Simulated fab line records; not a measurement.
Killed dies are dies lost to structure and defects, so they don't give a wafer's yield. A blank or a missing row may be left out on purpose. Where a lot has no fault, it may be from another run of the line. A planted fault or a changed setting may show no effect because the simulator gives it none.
Chamber matching | flow berkeley cmos170 | pecvd-01 running UCB170_V2_CVD_00: 3 sister chambers
The step deposits SiO2 from TEOS/O2, target thk 2000 nm, time 250 s. 3 wafers are shown with their chamber, then 7 later ones without.

WAFERS WITH THEIR CHAMBER
wafer  | chamber | heater power w (W)
L216.5 | 1       | 237
L219.3 | 0       | 235
L219.5 | 2       | 212

WAFERS MISSING THEIR CHAMBER
wafer  | heater power w (W)
L219.6 | 234
L220.1 | 240
L220.3 | 259
L220.6 | 161
L222.1 | 278
L222.4 | 208
L222.6 | 205

CHAMBER TAKEN BY EACH
wafer  | from the rows above          | in truth
L219.6 | can't be placed: 0 or 1 or 2 | 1
L220.1 | can't be placed: 1 or 0 or 2 | 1
L220.3 | can't be placed: 1 or 0 or 2 | 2
L220.6 | can't be placed: 2 or 0 or 1 | 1
L222.1 | can't be placed: 1 or 0 or 2 | 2
L222.4 | can't be placed: 2 or 0 or 1 | 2
L222.6 | can't be placed: 2 or 0 or 1 | 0
Placed correctly: 0 of 7. These rows do not allow placing 7 (true chamber among the candidates in 7). 0 placed wrongly.
How it was worked out, from the rows above alone: a wafer's distance from a chamber is the root of the sum, over the readings, of the square of ((its reading less the chamber's mean) divided by the reading's scatter). The wafer belongs to the nearest chamber; if the next one is less than 2 further off, it can't be placed. For every chamber, the mean is computed from those of its wafers that are shown. The scatter: root of mean squared gap, hidden wafer to nearest shown wafer, with one shown wafer a chamber.
